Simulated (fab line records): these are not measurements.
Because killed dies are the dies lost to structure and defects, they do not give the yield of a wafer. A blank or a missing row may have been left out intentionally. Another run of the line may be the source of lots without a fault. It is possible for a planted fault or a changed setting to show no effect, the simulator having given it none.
Chamber matching ; flow berkeley-cmos170 ; UCB170_GATE_CLEAN_17 on wet-bench-03: 3 sister chambers
The step cleans in SPM, time 600 s. 6 wafers are shown with their chamber, then 7 later ones without.

## WAFERS, EACH WITH ITS CHAMBER
wafer;chamber;bath-heat-duty-pct (%);bath-guard-temp-C (C)
L876.3;3;12.4;120.3
L876.4;3;13.8;120.0
L881.4;2;13.3;119.9
L881.6;2;11.0;119.8
L882.1;1;14.6;119.7
L882.3;1;14.3;119.9

## WAFERS WITHOUT THEIR CHAMBER
wafer;bath-heat-duty-pct (%);bath-guard-temp-C (C)
L882.6;14.3;119.9
L883.2;12.4;120.2
L883.4;12.8;119.9
L883.6;13.7;120.2
L884.2;14.3;119.7
L884.3;15.4;119.8
L884.4;15.1;120.0

## EACH ONE'S CHAMBER
wafer;from the rows above;in truth
L882.6;can't be placed: 1 or 3 or 2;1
L883.2;can't be placed: 3 or 2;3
L883.4;can't be placed: 2 or 1 or 3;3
L883.6;3;3
L884.2;can't be placed: 1 or 2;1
L884.3;1;1
L884.4;can't be placed: 1 or 3 or 2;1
Correct placement for 2 of the 7. Unplaceable from these rows: 5, with the true chamber sitting among the candidates in 5. Number placed wrongly: 0.
How it was worked out, from the rows above alone: a wafer's distance from a chamber is the root of the sum, over the readings, of the square of ((its reading less the chamber's mean) divided by the reading's scatter). If the next closest chamber is less than 2 further off than the closest, the wafer can't be placed; otherwise it belongs to the closest. For every chamber, the mean is computed from those of its wafers that are shown. The scatter: the root of (the sum of the squares of (reading less its chamber's mean) over the shown wafers, divided by (wafers less chambers)).
